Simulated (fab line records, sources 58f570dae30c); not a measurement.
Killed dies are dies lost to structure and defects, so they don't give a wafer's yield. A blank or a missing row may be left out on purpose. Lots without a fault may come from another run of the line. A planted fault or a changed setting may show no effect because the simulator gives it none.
Which tool did it? | flow berkeley_cmos170 | 14 lots, 42 wafers sampled, at 5 steps of a route of 331

WHAT THE GAUGES READ, wafer by wafer
UCB170_ACTIVE_CD_MEAS_90: target cd 1200 nm.
lot  | measured    | on        | cd_nm (nm)
L410 | day 4 11:13 | cd_sem-02 | 1202.4 1201.0 1202.2
L409 | day 4 11:16 | cd_sem-01 | 1204.8 1202.7 1203.1
L408 | day 4 11:27 | cd_sem-02 | 1200.2 1201.6 1201.2
L413 | day 5 18:58 | cd_sem-02 | 1199.3 1198.0 1200.5
L415 | day 5 19:37 | cd_sem-02 | 1198.6 1200.0 1199.7
L414 | day 5 19:59 | cd_sem-02 | 1202.7 1203.3 1203.0
L417 | day 6 14:19 | cd_sem-02 | 1200.9 1202.5 1199.6
L421 | day 6 22:01 | cd_sem-02 | 1201.4 1201.2 1201.6
L423 | day 7 12:22 | cd_sem-01 | 1201.4 1201.5 1200.9
L426 | day 7 22:01 | cd_sem-02 | 1201.0 1198.9 1200.8
L425 | day 7 22:16 | cd_sem-02 | 1196.3 1198.4 1197.4
L427 | day 8 09:07 | cd_sem-01 | 1202.4 1202.8 1202.1
L430 | day 8 23:35 | cd_sem-01 | 1199.1 1200.2 1198.6
L431 | day 9 06:07 | cd_sem-02 | 1200.6 1201.0 1201.7

UCB170_PFIELD_OVL_MEAS_06.
lot  | measured    | on         | PFIELD_OVL (nm)
L410 | day 4 14:28 | overlay-02 | -3 1 -2
L409 | day 4 14:11 | overlay-01 | 0 -4 -1
L408 | day 4 14:34 | overlay-01 | 2 7 2
L413 | day 5 20:32 | overlay-02 | 0 5 3
L415 | day 5 20:52 | overlay-02 | -2 0 3
L414 | day 5 21:36 | overlay-01 | 14 3 5
L417 | day 6 15:49 | overlay-01 | 5 -1 -8
L421 | day 6 23:23 | overlay-02 | -11 3 -1
L423 | day 7 13:47 | overlay-01 | -1 -5 -4
L426 | day 7 23:31 | overlay-01 | -6 -2 -5
L425 | day 7 23:46 | overlay-02 | -10 -4 -11
L427 | day 8 11:31 | overlay-02 | 6 5 10
L430 | day 9 01:58 | overlay-02 | 6 -5 -4
L431 | day 9 07:17 | overlay-02 | -1 0 -9

UCB170_PVT_TW_MEAS_09.
lot  | measured     | on            | PVT_TW
L410 | day 6 01:04  | film_metro-02 | 506 502 505
L409 | day 6 00:53  | film_metro-03 | 494 495 496
L408 | day 6 01:10  | film_metro-03 | 498 498 496
L413 | day 7 05:27  | film_metro-04 | 505 502 504
L415 | day 7 05:28  | film_metro-03 | 501 502 502
L414 | day 7 05:04  | film_metro-02 | 502 500 502
L417 | day 8 02:32  | film_metro-02 | 507 508 506
L421 | day 8 02:49  | film_metro-02 | 507 507 510
L423 | day 8 21:56  | film_metro-04 | 503 506 506
L426 | day 9 01:52  | film_metro-02 | 505 505 505
L425 | day 9 01:40  | film_metro-04 | 507 508 511
L427 | day 9 20:20  | film_metro-02 | 505 504 506
L430 | day 10 07:03 | film_metro-02 | 504 501 507
L431 | day 10 13:34 | film_metro-02 | 507 504 503

UCB170_PLDD_TW_MEAS_11.
lot  | measured     | on            | PLDD_TW
L410 | day 6 19:50  | film_metro-01 | 1018 1017 1014
L409 | day 6 19:21  | film_metro-04 | 1009 1009 1009
L408 | day 6 18:38  | film_metro-02 | 1007 999 1009
L413 | day 7 19:57  | film_metro-01 | 1020 1024 1021
L415 | day 7 19:50  | film_metro-04 | 1012 999 1008
L414 | day 7 20:21  | film_metro-01 | 1024 1024 1022
L417 | day 8 18:40  | film_metro-01 | 1038 1036 1040 1044 1040 1038
L421 | day 8 17:57  | film_metro-04 | 1003 1009 1005
L423 | day 9 09:31  | film_metro-02 | 1018 1017 1015
L426 | day 9 19:37  | film_metro-04 | 1011 1009 1012
L425 | day 9 19:10  | film_metro-04 | 1010 1012 1010
L427 | day 10 08:19 | film_metro-02 | 1003 1007 1004
L430 | day 10 21:35 | film_metro-02 | 1008 1004 1000
L431 | day 11 00:19 | film_metro-01 | 1023 1023 1018

WHICH TOOL RAN EACH LOT (tool, then ch and the chambers of the sampled wafers, then the start)
lot  | UCB170_PLDD_IMPLANT_09
L410 | implanter-02 ch 0, day 6 19:35
L409 | implanter-03 ch 0, day 6 19:06
L408 | implanter-02 ch 0, day 6 18:23
L413 | implanter-03 ch 0, day 7 19:42
L415 | implanter-01 ch 0, day 7 19:37
L414 | implanter-02 ch 0, day 7 20:08
L417 | implanter-02 ch 0, day 8 18:25
L421 | implanter-03 ch 0, day 8 17:43
L423 | implanter-02 ch 0, day 9 09:16
L426 | implanter-01 ch 0, day 9 19:22
L425 | implanter-03 ch 0, day 9 18:56
L427 | implanter-03 ch 0, day 10 08:04
L430 | implanter-01 ch 0, day 10 21:20
L431 | implanter-01 ch 0, day 11 00:05
- UCB170_PLDD_IMPLANT_09

WHAT THE TOOLS THEMSELVES READ (means of the sampled wafers that have a number; where no wafer has one, the mark that the record gives instead)
UCB170_PLDD_IMPLANT_09.
lot  | tool         | beam_energy_keV | beam_on_s (s) | end_station_pressure_torr (Torr)
L410 | implanter-02 | 10.003          | 9.93          | 5.15e-06
L409 | implanter-03 | 10.001          | 9.74          | 5.18e-06
L408 | implanter-02 | 10.001          | 10.09         | 5.05e-06
L413 | implanter-03 | 10.002          | 9.71          | 5.12e-06
L415 | implanter-01 | 9.999           | 9.95          | 4.95e-06
L414 | implanter-02 | 9.998           | 10.03         | 5.21e-06
L417 | implanter-02 | 10.943          | 9.78          | 5.12e-06
L421 | implanter-03 | 9.999           | 10.13         | 5.05e-06
L423 | implanter-02 | 10.944          | 10.11         | 5.08e-06
L426 | implanter-01 | 9.999           | 10.10         | 5.28e-06
L425 | implanter-03 | 10.000          | 10.07         | 5.20e-06
L427 | implanter-03 | 9.999           | 10.03         | 5.08e-06
L430 | implanter-01 | 10.000          | 10.00         | 5.06e-06
L431 | implanter-01 | 10.002          | 9.84          | 5.02e-06

THE ANSWER, worked out from the rows above alone
Rule: what is usual is taken from the lots themselves. Put in order of their means at a reading, lots are off if they are a third of the lots or fewer, leave a main group of 4 or more, and stand apart from it by a gap of 3 or more times the standard deviation of the main group's means; of several such gaps the widest counts. A main group whose means are all the same, to the digits that the tables above print for the reading, isn't used. A lot without any number at a reading at which 4 lots or more have one is off too. The other lots that the step has rows for count as sound. The gauges are gone through in route order, then the tools' own readings, and for those a lot's mean is taken as printed above. The first step at which some lot is off is used, and at that step the reading that is off furthest; a lot without a number counts as furthest.
Off: L417, L423, at UCB170_PLDD_IMPLANT_09 (beam_energy_keV). The main group: mean 10.000, standard deviation 0.0015.
A tool fits if, at that step or a process step before it, it ran every lot that is off, and no sound lot after the first of them. One fits: implanter-02 at UCB170_PLDD_IMPLANT_09. Its last sound lot is L414 (day 7 20:08), its first lot that is off L417 (day 8 18:25): a fault that began between those two fits.
The tool's own readings at UCB170_PLDD_IMPLANT_09 bear it out: on the lots that are off they differ by more than 5 times the standard deviation of the sound lots' means. beam_energy_keV reads 10.944 there against 10.000 on the sound lots.

WHAT THE SIMULATOR HAD PUT IN
Process parameter drift: implanter-02, from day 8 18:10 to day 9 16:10, at UCB170_PLDD_IMPLANT_09. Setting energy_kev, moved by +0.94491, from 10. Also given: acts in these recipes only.
Lots struck among those shown: L417, L423. The rule above found the same.
